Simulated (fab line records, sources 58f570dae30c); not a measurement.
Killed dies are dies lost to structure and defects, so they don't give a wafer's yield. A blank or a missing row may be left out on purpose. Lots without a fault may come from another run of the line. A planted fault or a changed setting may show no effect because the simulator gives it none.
One fault seen from 2 desks | flow berkeley_cmos170 | each desk has only its own numbers; what lay behind them comes last

THE TOOL OWNER'S DESK: litho_track-01
The tool's own readings at UCB170_M2_HMDS_04 (prime time 60 s): means of the sampled wafers that have a number, for each lot that ran on this tool. A lot is out of limits, marked OUT, if its mean lies more than 4 standard deviations from the usual mean; the brackets give that distance.
Columns: A = prime_temp_c at UCB170_M2_HMDS_04, usual 99.99 C; B = resist_line_temp_C at UCB170_M2_HMDS_04, usual 22.98 C
lot  | first seen here | A                 | B
L620 | day 7 22:14     | 100.10            | 22.96
L623 | day 8 09:38     | 99.98             | 22.87
L625 | day 9 03:37     | 99.99             | 22.96
L631 | day 10 01:04    | 99.93             | 22.97
L634 | day 11 08:28    | 99.93             | 22.84
L638 | day 12 00:33    | 101.03 (+8.7) OUT | 22.98
L639 | day 12 04:38    | 101.53 (+13) OUT  | 22.96
This desk's finding: out of limits on L638, L639; first on L638, day 12 00:33 (prime_temp_c at UCB170_M2_HMDS_04). In limits: L620, L623, L625, L631, L634.

THE METROLOGY DESK
What the gauges read, lot by lot, whatever tool the lot ran on: means of the sampled wafers that have a number. A lot is out of limits, marked OUT, if its mean lies more than 4 standard deviations from the usual mean; the brackets give that distance.
Columns: A = cd_nm at UCB170_M2_CD_MEAS_15, usual 700.2 nm
lot  | first seen here | A
L616 | day 7 11:39     | 700.8
L621 | day 8 00:29     | 700.0
L620 | day 8 00:45     | 697.8
L623 | day 8 11:23     | 701.2
L622 | day 8 19:05     | 699.4
L627 | day 9 05:22     | 699.3
L625 | day 9 05:39     | 702.4
L624 | day 9 05:57     | 701.4
L630 | day 10 02:02    | 701.8
L631 | day 10 02:48    | 699.0
L634 | day 11 10:44    | 698.9
L635 | day 11 10:58    | 697.2
L638 | day 12 02:33    | 700.4
L639 | day 12 06:23    | 699.8
This desk's finding: nothing out of limits on any of the 14 lots.

PUT TOGETHER
The tool owner's desk could have raised an alarm at day 12 00:33, on L638, L639.
The metrology desk saw nothing out of limits.
The metrology desk has L638, L639 on record, within its limits.
Of the lots named, all ran UCB170_M2_HMDS_04 on litho_track-01.

WHAT THE SIMULATOR HAD PUT IN
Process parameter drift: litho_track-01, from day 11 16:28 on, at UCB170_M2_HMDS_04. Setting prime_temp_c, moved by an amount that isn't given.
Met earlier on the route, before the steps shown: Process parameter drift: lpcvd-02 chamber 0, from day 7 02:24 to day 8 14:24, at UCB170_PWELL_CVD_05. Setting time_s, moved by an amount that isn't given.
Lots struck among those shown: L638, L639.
Hours from the fault's start to each desk's first reading out of limits: the tool owner's desk, 8.
